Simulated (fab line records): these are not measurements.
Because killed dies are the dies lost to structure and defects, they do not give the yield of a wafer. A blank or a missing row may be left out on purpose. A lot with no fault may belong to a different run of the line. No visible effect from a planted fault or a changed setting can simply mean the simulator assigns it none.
Chamber matching ; flow berkeley_cmos170 ; 4 sister chambers for UCB170_GATE_ETCH_15 on rie_si-01
The step etches poly-Si in HBr/Cl2, stops on SiO2, time 56.3 s, target depth 278.2 nm. 18 wafers are shown with their chamber, then 9 later ones without.

## WAFERS PAIRED WITH THEIR CHAMBERS
wafer;chamber;drypump_motor_current_A (A);throttle_valve_pct (%);oes_product_au (a.u.)
L255.1;1;5.53;26.1;0.847
L255.3;3;4.93;26.5;0.823
L255.6;1;5.52;26.1;0.839
L256.4;3;4.91;26.5;0.825
L256.5;2;4.98;26.6;0.834
L256.6;1;5.51;26.1;0.830
L259.1;2;5.01;26.6;0.829
L259.4;1;5.51;26.0;0.848
L259.6;3;4.93;26.5;0.830
L260.3;0;5.31;26.7;0.812
L260.4;3;4.90;26.5;0.824
L260.6;1;5.49;26.1;0.831
L261.2;2;4.99;26.7;0.829
L261.3;3;4.92;26.5;0.825
L261.5;0;5.29;26.7;0.822
L264.2;3;4.92;26.5;0.823
L264.4;2;5.01;26.7;0.845
L264.5;1;5.50;26.1;0.842

SIGNATURES, as means of the wafers listed above
reading;chamber 0;chamber 1;chamber 2;chamber 3;scatter within a chamber
drypump_motor_current_A;5.3000;5.5100;4.9975;4.9183;0.0135
throttle_valve_pct;26.700;26.083;26.650;26.500;0.0362
oes_product_au;0.81700;0.83950;0.83425;0.82500;0.00628
Rule: for each reading, subtract the chamber's mean from the wafer's reading, divide by that reading's scatter and square the result; add these up over the readings and take the root, which gives the wafer's distance from the chamber. The wafer belongs to the nearest chamber; if the next one is less than 2 further off, it can't be placed. The scatter: the root of (the sum of the squares of (reading less its chamber's mean) over the shown wafers, divided by (wafers less chambers)).

## WAFERS MISSING THEIR CHAMBER
wafer;drypump_motor_current_A (A);throttle_valve_pct (%);oes_product_au (a.u.)
L273.2;5.52;26.1;0.862
L273.3;4.91;26.5;0.833
L273.6;4.90;26.5;0.827
L275.2;4.90;26.5;0.823
L275.5;5.27;26.7;0.827
L275.6;5.49;26.1;0.835
L276.1;5.50;26.1;0.850
L276.2;5.28;26.7;0.831
L276.4;4.90;26.5;0.834

## CHAMBER TAKEN BY EACH
wafer;from the rows above;in truth
L273.2;1;1
L273.3;3;3
L273.6;3;3
L275.2;3;3
L275.5;0;0
L275.6;1;1
L276.1;1;1
L276.2;0;0
L276.4;3;3
Placed correctly: 9 of 9. Number that these rows cannot place: 0. 0 placed wrongly.
